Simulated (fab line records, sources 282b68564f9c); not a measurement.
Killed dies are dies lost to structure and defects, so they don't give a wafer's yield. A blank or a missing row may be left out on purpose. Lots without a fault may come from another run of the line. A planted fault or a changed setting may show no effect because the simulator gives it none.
fab line records | flow rit_cmos
record lots=11 wafers=33 last_day=7
route steps=202 shown NLDD@112 SDANNEAL@156 PSD@157 NSD@158 PLDD@159 CONTACT@176
lots that met no fault: from a run of the same line without faults
start_h: hours from the record's first day to the start of the lot's first wafer shown | wait_h: hours since the lot's step before | " the same as in the row above | L1.1+2: a row that stands for several wafers | - no value, or no start given | * or withheld: withheld | < > ~ a bound
route shown NAME@n: a module of which the file shows steps, and the number in the route of the first | usual: mean/standard deviation of fault-free wafers | same: alike in all rows | chamber/n: place in a boat | sites: the reading at each site | _std_site: their standard deviation | _edge_site: outer sites' mean less inner sites' | radius_mm: how far each site lies from the wafer's centre | mask NAME#n: copy n | behind: the tool/chamber that last shaped the wafer | hold: why the lot was held/for how many hours/how that ended | device: the transistor (n, p or np) that didn't switch | end of line: the same wafers' tests at the end of the route | a step without rows: its recipe alone | killed: dies lost to structure and defects at the first sort, not the wafer's yield | map: a wafer's dies, x killed, . not, _ none there
set.NAME: the setting as run; set.NAME@STEP: as run at that earlier step | model.NAME: the simulator's own value behind a step, which no gauge read
steps of the route over a sample of lots; a table a step, a row a wafer
services: from which hour (start_h, from the record's first day; less than 0 if before it) a tool's chamber was out of use, for how many hours, and why
## steps
# step RIT_NLDD_STRIP_09
# recipe chemistry=O2 time_s=180 resist=NOVOLAK platen_temp_c=withheld power_w=500 pressure_mtorr=4000 o2_flow_sccm=4000
# usual drypump_motor_current_A=5.4/0.48
# columns lot.wafer tool chamber start_h wait_h drypump_motor_current_A rf_hours_counter_h
L416.1 plasma_asher-03 0 45.45 0.1 4.9 43
L416.4 " 1 " " 5.9 -
L416.6 " 1 " " 5.9 -
L417.1 plasma_asher-03 0 48.31 0.1 5.0 43
L417.3 " 0 " " 5.0 -
L417.4 " 1 " " 5.9 -
L418.2 plasma_asher-03 1 52.95 0.1 5.9 44
L418.4 " 1 " " 6.0 -
L418.6 " 0 " " 5.0 -
L422.1 plasma_asher-01 0 76.21 0.1 5.4 45
L422.2 " 1 " " 4.8 45
L422.6 " 1 " " 4.8 -
L427.1 plasma_asher-02 0 101.32 0.1 5.9 46
L427.3 " 1 " " 6.0 -
L427.5 " 1 " " 6.0 -
L429.3 plasma_asher-01 0 110.35 0.1 5.4 -
L429.4 " 1 " " 4.8 -
L429.5 " 0 " " 5.4 -
L430.3 plasma_asher-01 0 114.39 0.1 5.4 -
L430.5 " 0 " " 5.4 -
L430.6 " 1 " " 4.8 -
L432.3 plasma_asher-01 1 122.55 0.1 4.8 -
L432.4 " 0 " " 5.3 -
L432.5 " 1 " " 4.8 -
L434.2 plasma_asher-01 1 134.29 0.1 4.8 53
L434.4 " 0 " " 5.4 -
L434.6 " 0 " " 5.4 -
L436.1 plasma_asher-01 1 147.34 0.1 4.8 54
L436.5 " 0 " " 5.4 -
L436.6 " 1 " " 4.8 -
L438.2 plasma_asher-02 1 154.27 0.1 6.0 3
L438.4 " 1 " " 6.0 -
L438.5 " 1 " " 6.0 -
# step RIT_SDANNEAL_RTA_03
# recipe temp_c=1050 time_s=5 idle_temp_c=600 ramp_up_c_per_s=342 ramp_down_c_per_s=171 cool_to_c=600 ambient=N2
# usual chamber_o2_ppm=1.994/0.019 wafer_temp_C_max=1053.5/1.2
# columns lot.wafer tool chamber start_h wait_h chamber_o2_ppm wafer_temp_C_max
L416.1 rtp_anneal-01 0 53.17 0.0 1.988 1052.9
L416.4 " 0 " " 1.975 1054.8
L416.6 " 0 " " 1.976 1055.7
L417.1 rtp_anneal-02 0 56.02 0.0 1.998 1055.3
L417.3 " 0 " " 2.012 1053.0
L417.4 " 0 " " 2.037 1053.4
L418.2 rtp_anneal-01 0 60.81 0.0 1.970 1052.5
L418.4 " 0 " " 1.986 1053.9
L418.6 " 0 " " 2.006 1053.2
L422.1 rtp_anneal-01 0 83.57 0.0 2.011 1053.2
L422.2 " 0 " " 2.002 1052.4
L422.6 " 0 " " 2.004 1055.6
L427.1 rtp_anneal-02 0 109.74 0.0 1.991 1010.9
L427.3 " 0 " " 2.007 1012.9
L427.5 " 0 " " 2.018 1013.5
L429.3 rtp_anneal-02 0 118.25 0.0 2.018 1013.4
L429.4 " 0 " " 1.994 1013.2
L429.5 " 0 " " 1.987 1013.4
L430.3 rtp_anneal-01 0 122.24 0.0 2.015 1052.7
L430.5 " 0 " " 1.981 1054.8
L430.6 " 0 " " 1.990 1051.6
L432.3 rtp_anneal-01 0 130.22 0.0 1.988 1051.7
L432.4 " 0 " " 1.973 1053.3
L432.5 " 0 " " 2.009 1055.0
L434.2 rtp_anneal-01 0 142.02 0.0 1.975 1055.3
L434.4 " 0 " " 2.032 1052.6
L434.6 " 0 " " 1.989 1055.7
L436.1 rtp_anneal-01 0 155.27 0.0 1.991 1053.8
L436.5 " 0 " " 1.984 1052.9
L436.6 " 0 " " 2.001 1052.5
L438.2 rtp_anneal-01 0 162.00 0.0 1.998 1053.1
L438.4 " 0 " " 2.003 1053.6
L438.5 " 0 " " 2.016 1051.6
# step RIT_SDANNEAL_RS_MEAS_04
# recipe thk_meas_gauge=four-point-probe
# usual PSD_RS=116.1/0.3
# columns lot.wafer tool chamber start_h wait_h PSD_RS[ohm/sq]
L416.1 film_metro-03 - 53.23 0.0 116.4
L416.4 " - " " 116.2
L416.6 " - " " 115.8
L417.1 film_metro-03 - 56.08 0.0 116.4
L417.3 " - " " 116.1
L417.4 " - " " 116.2
L418.2 film_metro-02 - 60.93 0.1 115.3
L418.4 " - " " 115.5
L418.6 " - " " 115.9
L422.1 film_metro-02 - 83.63 0.0 115.4
L422.2 " - " " 115.8
L422.6 " - " " 115.8
L427.1 film_metro-02 - 109.80 0.0 144.3
L427.3 " - " " 144.1
L427.5 " - " " 144.5
L429.3 film_metro-03 - 118.33 0.1 144.8
L429.4 " - " " 145.0
L429.5 " - " " 144.8
L430.3 film_metro-04 - 122.35 0.1 116.0
L430.5 " - " " 115.6
L430.6 " - " " 115.8
L432.3 film_metro-04 - 130.30 0.1 115.8
L432.4 " - " " 116.0
L432.5 " - " " 116.0
L434.2 film_metro-04 - 142.09 0.1 116.3
L434.4 " - " " 115.9
L434.6 " - " " 116.0
L436.1 film_metro-03 - 155.33 0.0 116.9
L436.5 " - " " 116.4
L436.6 " - " " 116.4
L438.2 film_metro-03 - 162.07 0.1 116.0
L438.4 " - " " 115.7
L438.5 " - " " 116.0
# step RIT_SDANNEAL_RS_MEAS_05
# recipe thk_meas_gauge=four-point-probe
# usual NSD_RS=84.5/0.33
# columns lot.wafer tool chamber start_h wait_h NSD_RS[ohm/sq]
L416.1 film_metro-03 - 53.35 0.1 84.5
L416.4 " - " " 84.4
L416.6 " - " " 84.5
L417.1 film_metro-03 - 56.20 0.1 85.0
L417.3 " - " " 85.1
L417.4 " - " " 84.8
L418.2 film_metro-02 - 61.05 0.1 84.4
L418.4 " - " " 83.8
L418.6 " - " " 83.9
L422.1 film_metro-02 - 83.75 0.1 85.0
L422.2 " - " " 84.9
L422.6 " - " " 84.8
L427.1 film_metro-02 - 109.92 0.1 85.5
L427.3 " - " " 85.4
L427.5 " - " " 85.4
L429.3 film_metro-03 - 118.45 0.1 86.2
L429.4 " - " " 85.8
L429.5 " - " " 86.1
L430.3 film_metro-04 - 122.47 0.1 84.2
L430.5 " - " " 84.3
L430.6 " - " " 84.1
L432.3 film_metro-04 - 130.42 0.1 84.3
L432.4 " - " " 84.6
L432.5 " - " " 84.5
L434.2 film_metro-04 - 142.21 0.1 84.3
L434.4 " - " " 84.5
L434.6 " - " " 84.5
L436.1 film_metro-03 - 155.45 0.1 84.5
L436.5 " - " " 84.9
L436.6 " - " " 85.1
L438.2 film_metro-03 - 162.19 0.1 85.3
L438.4 " - " " 85.3
L438.5 " - " " 85.2
# step RIT_SDANNEAL_RS_MEAS_06
# recipe thk_meas_gauge=four-point-probe
# usual PLDD_RS=178.7/0.54
# columns lot.wafer tool chamber start_h wait_h PLDD_RS[ohm/sq]
L416.1 film_metro-03 - 53.47 0.1 178.9
L416.4 " - " " 178.6
L416.6 " - " " 178.3
L417.1 film_metro-03 - 56.32 0.1 179.5
L417.3 " - " " 179.2
L417.4 " - " " 179.0
L418.2 film_metro-02 - 61.17 0.1 178.1
L418.4 " - " " 178.6
L418.6 " - " " 178.3
L422.1 film_metro-02 - 83.87 0.1 178.1
L422.2 " - " " 178.6
L422.6 " - " " 178.8
L427.1 film_metro-02 - 110.04 0.1 214.4
L427.3 " - " " 213.5
L427.5 " - " " 214.3
L429.3 film_metro-03 - 118.57 0.1 214.6
L429.4 " - " " 215.2
L429.5 " - " " 215.5
L430.3 film_metro-04 - 122.59 0.1 179.2
L430.5 " - " " 178.5
L430.6 " - " " 178.6
L432.3 film_metro-04 - 130.54 0.1 178.5
L432.4 " - " " 178.8
L432.5 " - " " 178.0
L434.2 film_metro-04 - 142.33 0.1 178.4
L434.4 " - " " 178.1
L434.6 " - " " 178.4
L436.1 film_metro-03 - 155.57 0.1 179.2
L436.5 " - " " 179.1
L436.6 " - " " 179.9
L438.2 film_metro-03 - 162.31 0.1 178.7
L438.4 " - " " 178.5
L438.5 " - " " 178.9
# step RIT_CONTACT_CD_MEAS_08
# recipe target_cd_nm=1000
# usual cd_nm=999.5/2.1
# columns lot.wafer tool chamber start_h wait_h cd_nm
L416.1 cd_sem-01 - 55.48 - 999.4
L416.4 " - " " 999.7
L416.6 " - " " 1000.3
L417.1 cd_sem-02 - 58.25 - 1000.2
L417.3 " - " " 1000.3
L417.4 " - " " 999.7
L418.2 cd_sem-01 - 63.24 - 1002.0
L418.4 " - " " 998.9
L418.6 " - " " 1002.1
L422.1 cd_sem-01 - 85.78 - 1001.3
L422.2 " - " " 1002.3
L422.6 " - " " 1001.6
L427.1 cd_sem-01 - 112.18 - 999.7
L427.3 " - " " 1000.3
L427.5 " - " " 1001.7
L429.3 cd_sem-01 - 120.60 - 996.8
L429.4 " - " " 996.8
L429.5 " - " " 996.2
L430.3 cd_sem-01 - 124.62 - 999.5
L430.5 " - " " 999.8
L430.6 " - " " 999.8
L432.3 cd_sem-02 - 132.50 - 1000.0
L432.4 " - " " 1000.3
L432.5 " - " " 999.4
L434.2 cd_sem-02 - 144.30 - 1001.0
L434.4 " - " " 1000.4
L434.6 " - " " 1000.5
L436.1 cd_sem-02 - 157.53 - 995.2
L436.5 " - " " 995.2
L436.6 " - " " 996.1
L438.2 cd_sem-02 - 164.15 - 1003.1
L438.4 " - " " 1004.3
L438.5 " - " " 1002.8
## services
# columns tool chamber start_h hours kind
plasma_asher-02 - 43.47 2.2 repair
plasma_asher-03 - 68.20 8.0 repair
plasma_asher-01 - 90.33 1.3 repair
plasma_asher-02 - 108.75 9.0 pm
plasma_asher-02 0 108.75 9.0 vent_cycle
plasma_asher-02 1 108.75 9.0 vent_cycle
plasma_asher-02 0 117.75 - clean
plasma_asher-02 1 117.75 - clean
plasma_asher-02 - 135.05 4.4 repair
## key
first_sign step=RIT_SDANNEAL_RTA_03 reading=wafer_temp_C_max direction=down sigmas=34 usual=* struck=*
effect step=RIT_SDANNEAL_RS_MEAS_04 reading=PSD_RS direction=up sigmas=94 usual=116.1 struck=144.6
effect step=RIT_SDANNEAL_RS_MEAS_05 reading=NSD_RS direction=up sigmas=3.6 usual=84.5 struck=85.7
effect step=RIT_SDANNEAL_RS_MEAS_06 reading=PLDD_RS direction=up sigmas=67 usual=178.7 struck=214.6
met_at RIT_SDANNEAL_RTA_03
struck_lots L427,L429
tester_left_out L427,L429
not_acting_at RIT_NLDD_STRIP_09,RIT_CONTACT_CD_MEAS_08
onset_between 56.02 109.74
fault kind=process_parameter_drift tool=rtp_anneal-02 chamber=- onset_h=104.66 steps=RIT_SDANNEAL_RTA_03 channel=temp_c offset=* shape=step end_h=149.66 acts_in=* stated=*
# tester_left_out: of these lots the tester's yield and bins aren't shown, on N5 and GAA mostly nor the transistor test; their killed dies are dies lost to structure and defects alone, not to doping, threshold or leakage, so they don't give the yield
